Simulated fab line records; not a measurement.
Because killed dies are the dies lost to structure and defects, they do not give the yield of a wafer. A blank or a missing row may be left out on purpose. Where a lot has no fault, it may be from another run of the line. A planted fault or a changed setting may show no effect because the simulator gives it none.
Which tool is to blame?    flow berkeley_cmos170    39 wafers from 13 lots sampled at 6 of the route's 331 steps

== WHAT THE GAUGES READ, wafer by wafer ==
UCB170_CONTACT_CD_MEAS_90 targets a cd of 700 nm. Usual: cd_nm at 700.7 nm, with a standard deviation of 1.5.
lot   measured      on         cd_nm (nm)         flag
L741  day 7 08:56   cd_sem-01  698.1 698.5 696.2  
L743  day 7 19:00   cd_sem-01  701.5 700.2 700.1  
L742  day 7 23:49   cd_sem-02  701.3 702.0 700.5  
L745  day 8 07:58   cd_sem-01  699.5 700.6 701.6  
L744  day 8 08:41   cd_sem-02  700.2 700.7 702.6  
L747  day 9 01:08   cd_sem-01  700.4 699.8 698.4  
L748  day 9 03:56   cd_sem-02  702.2 701.4 700.9  
L749  day 9 08:41   cd_sem-01  699.2 699.6 700.4  
L753  day 9 09:45   cd_sem-01  701.4 700.6 700.3  
L758  day 10 06:28  cd_sem-01  699.2 699.3 699.0  
L757  day 10 09:00  cd_sem-02  698.8 699.2 699.9  
L759  day 10 14:23  cd_sem-01  700.5 702.8 701.6  
L763  day 11 11:07  cd_sem-02  701.9 701.9 701.1  

UCB170_M1_RS_MEAS_01: a four-point-probe measurement. Usual: M1_AL_RS gives 0.0486 ohm/sq (standard deviation 0.0006).
lot   measured      on             M1_AL_RS (ohm/sq)     flag
L741  day 7 09:26   film_metro-04  0.0487 0.0482 0.0482  
L743  day 7 19:21   film_metro-01  0.0489 0.0492 0.0487  
L742  day 8 00:10   film_metro-04  0.0485 0.0483 0.0488  
L745  day 8 08:19   film_metro-01  0.0487 0.0484 0.0485  
L744  day 8 09:02   film_metro-02  0.0480 0.0482 0.0481  
L747  day 9 01:31   film_metro-04  0.0479 0.0478 0.0481  
L748  day 9 04:17   film_metro-02  0.0485 0.0484 0.0487  
L749  day 9 09:03   film_metro-02  0.0486 0.0479 0.0482  
L753  day 9 10:07   film_metro-04  0.0495 0.0491 0.0498  
L758  day 10 07:13  film_metro-04  0.0476 0.0476 0.0478  
L757  day 10 09:27  film_metro-04  0.0495 0.0501 0.0503  
L759  day 10 16:34  film_metro-01  0.0486 0.0492 0.0494  
L763  day 11 11:29  film_metro-01  0.0479 0.0488 0.0490  

UCB170_V1_CD_MEAS_12 targets a cd of 700 nm. Usual: cd_nm at 700.4 nm, with a standard deviation of 1.4.
lot   measured      on         cd_nm (nm)         flag
L741  day 7 16:47   cd_sem-02  700.2 700.9 698.8  
L743  day 8 02:34   cd_sem-02  698.6 698.3 698.8  
L742  day 8 08:57   cd_sem-01  701.3 702.8 700.1  
L745  day 8 15:39   cd_sem-02  699.0 699.9 700.3  
L744  day 8 15:47   cd_sem-01  701.4 701.2 700.1  
L747  day 9 10:58   cd_sem-01  700.4 699.8 698.4  
L748  day 9 11:46   cd_sem-01  701.5 700.9 700.2  
L749  day 9 16:50   cd_sem-01  702.1 700.9 701.7  
L753  day 9 19:05   cd_sem-02  703.7 702.6 703.8  
L758  day 10 15:28  cd_sem-02  699.8 699.2 700.1  
L757  day 10 15:16  cd_sem-02  701.9 702.0 702.0  
L759  day 11 00:20  cd_sem-01  700.1 699.0 698.6  
L763  day 11 20:03  cd_sem-01  701.8 702.3 701.1  

UCB170_M3_RS_MEAS_02: a four-point-probe measurement. Usual: M3_AL_RS gives 0.0323 ohm/sq (standard deviation 0.00044).
lot   measured      on             M3_AL_RS (ohm/sq)                          flag
L741  day 7 23:34   film_metro-01  0.0322 0.0322 0.0326                       
L743  day 8 11:05   film_metro-02  0.0330 0.0331 0.0333                       
L742  day 8 16:47   film_metro-04  0.0317 0.0317 0.0319                       
L745  day 8 23:13   film_metro-02  0.0333 0.0329 0.0324                       
L744  day 8 23:24   film_metro-01  0.0320 0.0321 0.0320                       
L747  day 9 19:04   film_metro-04  0.0329 0.0326 0.0330                       
L748  day 9 19:31   film_metro-02  0.0325 0.0325 0.0322                       
L749  day 10 01:23  film_metro-02  0.0321 0.0322 0.0321                       
L753  day 10 03:56  film_metro-02  0.0329 0.0323 0.0325                       
L758  day 10 21:52  film_metro-04  0.0319 0.0320 0.0318                       
L757  day 10 21:36  film_metro-04  0.0323 0.0376 0.0322 0.0324 0.0375 0.0323  OFF
L759  day 11 06:32  film_metro-01  0.0322 0.0322 0.0320                       
L763  day 12 02:25  film_metro-04  0.0322 0.0319 0.0318                       

UCB170_M3_THK_MEAS_03: measures by xrf. Usual: M3_AL_THK gives 896 nm (standard deviation 11).
lot   measured      on             M3_AL_THK (nm)           flag
L741  day 7 23:41   film_metro-01  900 904 888              
L743  day 8 11:11   film_metro-02  878 874 871              
L742  day 8 16:55   film_metro-04  914 912 909              
L745  day 8 23:20   film_metro-02  877 877 897              
L744  day 8 23:31   film_metro-01  905 901 908              
L747  day 9 19:11   film_metro-04  875 881 874              
L748  day 9 19:38   film_metro-02  899 893 906              
L749  day 10 01:29  film_metro-02  900 896 901              
L753  day 10 04:03  film_metro-02  879 898 887              
L758  day 10 21:58  film_metro-04  903 894 907              
L757  day 11 03:37  film_metro-04  889 763 886 880 761 883  OFF
L759  day 11 06:39  film_metro-01  901 898 906              
L763  day 12 02:31  film_metro-04  898 908 906              

== EACH LOT AND THE TOOL THAT RAN IT (in order: tool; ch and the chambers of the sampled wafers; start) ==
lot   UCB170_M3_SPUTTER_01
L741  pvd_sputter-04, day 7 23:29
L743  pvd_sputter-01, day 8 10:59
L742  pvd_sputter-02, day 8 16:40
L745  pvd_sputter-01, day 8 23:08
L744  pvd_sputter-04, day 8 23:16
L747  pvd_sputter-01, day 9 18:59
L748  pvd_sputter-04, day 9 19:26
L749  pvd_sputter-02, day 10 01:17
L753  pvd_sputter-01, day 10 03:51
L758  pvd_sputter-02, day 10 21:44
L757  pvd_sputter-04, day 10 21:29
L759  pvd_sputter-02, day 11 06:26
L763  pvd_sputter-02, day 12 02:17
- UCB170_M3_SPUTTER_01: material Al, target thk 900 nm, time 120 s.

== AS READ BY THE TOOLS THEMSELVES (means over the sampled wafers that have a number; for cases with no such wafer, the mark the record gives instead) ==
UCB170_M3_SPUTTER_01. Usual: cathode_dc_power_W 6000.1 W, standard deviation 1; throttle_valve_pct 29.9 %, standard deviation 0.92.
lot   tool            cathode_dc_power_W (W)  throttle_valve_pct (%)  flag
L741  pvd_sputter-04  5999.8                  29.7                    
L743  pvd_sputter-01  6000.3                  29.6                    
L742  pvd_sputter-02  5999.7                  30.5                    
L745  pvd_sputter-01  5999.6                  30.1                    
L744  pvd_sputter-04  6001.3                  29.5                    
L747  pvd_sputter-01  6000.2                  30.0                    
L748  pvd_sputter-04  5999.4                  29.3                    
L749  pvd_sputter-02  5998.6                  30.6                    
L753  pvd_sputter-01  6000.1                  30.5                    
L758  pvd_sputter-02  6001.1                  31.2                    
L757  pvd_sputter-04  5728.5                  29.9                    OFF
L759  pvd_sputter-02  5999.5                  29.6                    
L763  pvd_sputter-02  6000.2                  29.9                    

== THE ANSWER, worked out from the rows above alone ==
Rule: a lot counts as off when the mean over its wafers that have a number is more than 3 standard deviations away from the usual mean. Also off: a lot with no number at a reading for which 4 or more lots have one. The other lots that the step has rows for count as sound. First the gauges in route order, then the tools' own readings, where a lot's mean is used as printed above. At the first step where some lot is off, the reading lying furthest off is the one used; lots without a number count as furthest.
Off: at UCB170_M3_RS_MEAS_02 (M3_AL_RS), L757.
If a tool, at a process step before that reading, ran all the lots that are off and no sound lot after the first of them, it fits. The gauges at UCB170_M3_RS_MEAS_02 aren't tried: what is off there is off at UCB170_M3_SPUTTER_01 too, on other tools, and a gauge's error can't cause that. One candidate fits, namely pvd_sputter-04 at UCB170_M3_SPUTTER_01. A fault onset in the window from L748 (day 9 19:26, its last sound lot) to L757 (day 10 21:29, its first lot off) fits.
The tool's own readings at UCB170_M3_SPUTTER_01 bear it out: on the lots that are off they differ by more than 5 times the standard deviation of the sound lots' means. cathode_dc_power_W reads 5728.5 W there against 6000.0 W on the sound lots.

== WHAT HAD BEEN PUT IN BY THE SIMULATOR ==
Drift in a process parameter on pvd_sputter-04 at UCB170_M3_SPUTTER_01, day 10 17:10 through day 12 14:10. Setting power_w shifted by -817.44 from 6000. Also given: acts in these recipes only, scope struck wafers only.
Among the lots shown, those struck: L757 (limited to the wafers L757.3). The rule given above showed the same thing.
